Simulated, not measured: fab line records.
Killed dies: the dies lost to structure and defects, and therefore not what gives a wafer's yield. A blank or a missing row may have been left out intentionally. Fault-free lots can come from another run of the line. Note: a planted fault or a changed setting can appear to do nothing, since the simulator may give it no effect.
2 desks looking at one fault	flow ritCmos	each desk holds nothing but its own numbers, with what lay behind them at the end

METROLOGY DESK
Lot by lot, what the gauges showed, no matter which tool ran the lot: averages of those sampled wafers that carry a number. Any lot whose mean is over 4 standard deviations away from the usual mean is out of limits and marked OUT; that distance is given in the brackets.
Columns: A = NWELL_TW at RIT_NWELL_TW_MEAS_10, usual 2148; B = NWELL_RS at RIT_WELLDRIVE_RS_MEAS_01, usual 275.6 ohm/sq
lot	first seen here	A	B
L677	day 1 23:12	2147	276.0
L678	day 2 03:58	2147	275.0
L680	day 2 12:57	2148	276.0
L681	day 2 18:32	2121	275.0
L682	day 3 00:34	2144	275.2
L683	day 3 05:21	2146	274.1
L684	day 3 09:19	2148	275.7
L686	day 3 19:06	2150	275.4
L690	day 4 16:16	2158	275.2
L694	day 5 13:00	2270 (+8.7) OUT	252.9 (-34) OUT
L695	day 5 18:28	2227 (+5.7) OUT	252.9 (-34) OUT
L698	day 6 08:23	2154	274.8
L699	day 6 12:33	2152	275.8
L700	day 6 18:20	2152	275.8
This desk's result: L694, L695 out of limits, first on L694 (NWELL_TW at RIT_NWELL_TW_MEAS_10), day 5 13:00. Within limits: L677, L678, L680, L681, L682, L683, L684, L686, L690, L698, L699, L700.

THE TOOL OWNER'S DESK: implanter-01
For each lot that ran on this tool, the mean over its sampled wafers that have a number, from the tool's own readings at RIT_NWELL_IMPLANT_08. Any lot whose mean is over 4 standard deviations away from the usual mean is out of limits and marked OUT; that distance is given in the brackets.
Columns: A = doseIonsCm2 at RIT_NWELL_IMPLANT_08, usual 4.999e+13; B = faradayCurrentUA at RIT_NWELL_IMPLANT_08, usual 158.7
lot	first seen here	A	B
L680	day 2 12:39	5.003e+13	160.9
L681	day 2 18:14	5.002e+13	158.0
L686	day 3 18:47	5.001e+13	162.8
L694	day 5 12:43	5.794e+13 (+99 or more) OUT	187.8 (+10) OUT
L695	day 5 18:10	5.798e+13 (+99 or more) OUT	183.5 (+8.5) OUT
This desk's finding: out of limits on L694, L695; first on L694, day 5 12:43 (doseIonsCm2 at RIT_NWELL_IMPLANT_08). Within limits: L680, L681, L686.

BROUGHT TOGETHER
The tool owner's desk could have raised an alarm at day 5 12:43, on L694, L695.
Metrology desk: alarm possible at day 5 13:00 on L694, L695.
All the named lots went through RIT_NWELL_IMPLANT_08 on implanter-01.

WHAT WAS PUT IN BY THE SIMULATOR
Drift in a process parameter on implanter-01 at RIT_NWELL_IMPLANT_08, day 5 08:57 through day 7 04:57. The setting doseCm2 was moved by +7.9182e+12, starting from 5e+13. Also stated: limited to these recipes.
Shown lots that were struck: L694, L695.
Hours from the fault's start to each desk's first reading out of limits: the tool owner's desk, 4; the metrology desk, 4.
